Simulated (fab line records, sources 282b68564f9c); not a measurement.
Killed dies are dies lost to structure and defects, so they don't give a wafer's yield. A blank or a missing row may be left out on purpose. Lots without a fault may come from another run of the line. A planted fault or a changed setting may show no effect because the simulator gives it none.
Which tool did it? | flow rit_cmos | 15 lots, 45 wafers sampled, at 4 steps of a route of 202

WHAT THE GAUGES READ, wafer by wafer
RIT_CONTACT_THK_MEAS_01.
lot  | measured    | on            | CONTACT_TEOS_THK (nm)
L479 | day 3 20:13 | film_metro-04 | 395 400 405
L480 | day 4 05:55 | film_metro-04 | 394 395 402
L481 | day 4 07:38 | film_metro-03 | 398 401 410
L488 | day 6 01:12 | film_metro-04 | 403 410 401
L489 | day 6 03:11 | film_metro-02 | 400 405 400
L490 | day 6 07:25 | film_metro-03 | 400 409 400
L491 | day 6 17:40 | film_metro-02 | 393 402 400
L492 | day 6 20:10 | film_metro-04 | 395 402 405
L494 | day 7 00:01 | film_metro-04 | 389 396 403
L493 | day 7 06:53 | film_metro-04 | 401 407 406
L495 | day 7 08:31 | film_metro-03 | 386 397 399
L496 | day 7 13:32 | film_metro-03 | 393 392 397
L497 | day 7 22:09 | film_metro-04 | 407 404 395
L498 | day 8 03:53 | film_metro-03 | 398 395 403
L499 | day 8 06:07 | film_metro-03 | 405 406 408

RIT_M1_CD_MEAS_90: target cd 2600 nm.
lot  | measured    | on        | cd_nm (nm)
L479 | day 4 00:41 | cd_sem-02 | - - -
L480 | day 4 10:40 | cd_sem-02 | - - -
L481 | day 4 12:13 | cd_sem-01 | - - -
L488 | day 6 05:54 | cd_sem-01 | 2599.4 2595.7 2601.6
L489 | day 6 07:38 | cd_sem-01 | 2603.4 2601.5 2600.4
L490 | day 6 11:54 | cd_sem-01 | 2599.7 2598.0 2603.5
L491 | day 6 22:33 | cd_sem-01 | 2598.9 2601.0 2599.2
L492 | day 7 01:01 | cd_sem-01 | 2602.8 2603.4 2603.4
L494 | day 7 04:40 | cd_sem-01 | 2601.3 2600.4 2600.3
L493 | day 7 11:32 | cd_sem-02 | 2598.1 2597.3 2599.1
L495 | day 7 13:11 | cd_sem-01 | 2600.7 2600.0 2602.6
L496 | day 7 18:07 | cd_sem-01 | 2597.3 2599.9 2599.3
L497 | day 8 03:17 | cd_sem-02 | 2598.6 2600.8 2599.3
L498 | day 8 08:56 | cd_sem-01 | 2596.6 2596.5 2598.1
L499 | day 8 10:43 | cd_sem-01 | 2598.2 2599.6 2600.9

WHICH TOOL RAN EACH LOT (tool, then ch and the chambers of the sampled wafers, then the start)
lot  | RIT_PSD_STRIP_09                    | RIT_M1_EXPOSE_06
L479 | plasma_asher-01 ch 0,1, day 3 18:30 | iline_stepper-01, day 3 23:19
L480 | plasma_asher-01 ch 0,1, day 4 04:05 | iline_stepper-02, day 4 09:15
L481 | plasma_asher-01 ch 0,1, day 4 05:51 | iline_stepper-02, day 4 10:52
L488 | plasma_asher-02 ch 0, day 5 23:29   | iline_stepper-01 ch 0, day 6 04:33
L489 | plasma_asher-03 ch 0,1, day 6 01:28 | iline_stepper-01 ch 0, day 6 06:17
L490 | plasma_asher-02 ch 0,1, day 6 05:41 | iline_stepper-01 ch 0, day 6 10:33
L491 | plasma_asher-03 ch 0,1, day 6 15:57 | iline_stepper-01 ch 0, day 6 21:01
L492 | plasma_asher-02 ch 0,1, day 6 18:26 | iline_stepper-01 ch 0, day 6 23:36
L494 | plasma_asher-03 ch 1, day 6 22:18   | iline_stepper-02 ch 0, day 7 03:18
L493 | plasma_asher-03 ch 0,1, day 7 05:11 | iline_stepper-02 ch 0, day 7 10:08
L495 | plasma_asher-01 ch 0,1, day 7 06:49 | iline_stepper-02 ch 0, day 7 11:50
L496 | plasma_asher-01 ch 0,1, day 7 11:46 | iline_stepper-02 ch 0, day 7 16:46
L497 | plasma_asher-01 ch 0,1, day 7 20:28 | iline_stepper-01 ch 0, day 8 01:44
L498 | plasma_asher-03 ch 1, day 8 02:10   | iline_stepper-02 ch 0, day 8 07:10
L499 | plasma_asher-02 ch 0,1, day 8 04:26 | iline_stepper-01 ch 0, day 8 09:22
- RIT_PSD_STRIP_09: strips in O2, time 180 s.
- RIT_M1_EXPOSE_06: exposes mask M12, target cd 2600 nm.

WHAT THE TOOLS THEMSELVES READ (means of the sampled wafers that have a number; where no wafer has one, the mark that the record gives instead)
RIT_PSD_STRIP_09.
lot  | tool            | drypump_motor_current_A (A)
L479 | plasma_asher-01 | 5.64
L480 | plasma_asher-01 | 5.65
L481 | plasma_asher-01 | 5.64
L488 | plasma_asher-02 | 6.06
L489 | plasma_asher-03 | 5.78
L490 | plasma_asher-02 | 5.79
L491 | plasma_asher-03 | 5.78
L492 | plasma_asher-02 | 5.78
L494 | plasma_asher-03 | 5.67
L493 | plasma_asher-03 | 5.78
L495 | plasma_asher-01 | 5.65
L496 | plasma_asher-01 | 5.64
L497 | plasma_asher-01 | 5.63
L498 | plasma_asher-03 | 5.66
L499 | plasma_asher-02 | 5.50

RIT_M1_EXPOSE_06.
lot  | tool             | exposure_dose_mJ_cm2 | focus_offset_nm (nm) | reticle_temp_C (C)
L479 | iline_stepper-01 | -                    | -                    | -
L480 | iline_stepper-02 | -                    | -                    | -
L481 | iline_stepper-02 | -                    | -                    | -
L488 | iline_stepper-01 | 250.19               | -0.5                 | 22.93
L489 | iline_stepper-01 | 250.13               | 0.2                  | 23.01
L490 | iline_stepper-01 | 250.28               | -0.0                 | 23.16
L491 | iline_stepper-01 | 249.85               | 0.3                  | 23.22
L492 | iline_stepper-01 | 250.14               | 0.1                  | 23.01
L494 | iline_stepper-02 | 249.93               | -0.2                 | 23.04
L493 | iline_stepper-02 | 250.15               | -0.4                 | 22.93
L495 | iline_stepper-02 | 249.97               | -0.1                 | 22.83
L496 | iline_stepper-02 | 250.08               | -0.3                 | 22.98
L497 | iline_stepper-01 | 249.87               | 0.3                  | 23.01
L498 | iline_stepper-02 | 249.84               | -0.7                 | 23.13
L499 | iline_stepper-01 | 249.81               | 0.1                  | 23.06

THE ANSWER, worked out from the rows above alone
Rule: what is usual is taken from the lots themselves. Put in order of their means at a reading, lots are off if they are a third of the lots or fewer, leave a main group of 4 or more, and stand apart from it by a gap of 3 or more times the standard deviation of the main group's means; of several such gaps the widest counts. A main group whose means are all the same, to the digits that the tables above print for the reading, isn't used. A lot without any number at a reading at which 4 lots or more have one is off too. The other lots that the step has rows for count as sound. The gauges are gone through in route order, then the tools' own readings, and for those a lot's mean is taken as printed above. The first step at which some lot is off is used, and at that step the reading that is off furthest; a lot without a number counts as furthest.
Off: L479, L480, L481, at RIT_M1_CD_MEAS_90 (cd_nm). Without a number there: L479, L480, L481. The main group: mean 2599.9 nm, standard deviation 1.6.
A tool fits if, at a process step before that reading, it ran every lot that is off, and no sound lot after the first of them. The gauges at RIT_M1_CD_MEAS_90 aren't tried: what is off there is off at RIT_M1_EXPOSE_06 too, on other tools, and a gauge's error can't cause that. None of those tried fits.

WHAT THE SIMULATOR HAD PUT IN
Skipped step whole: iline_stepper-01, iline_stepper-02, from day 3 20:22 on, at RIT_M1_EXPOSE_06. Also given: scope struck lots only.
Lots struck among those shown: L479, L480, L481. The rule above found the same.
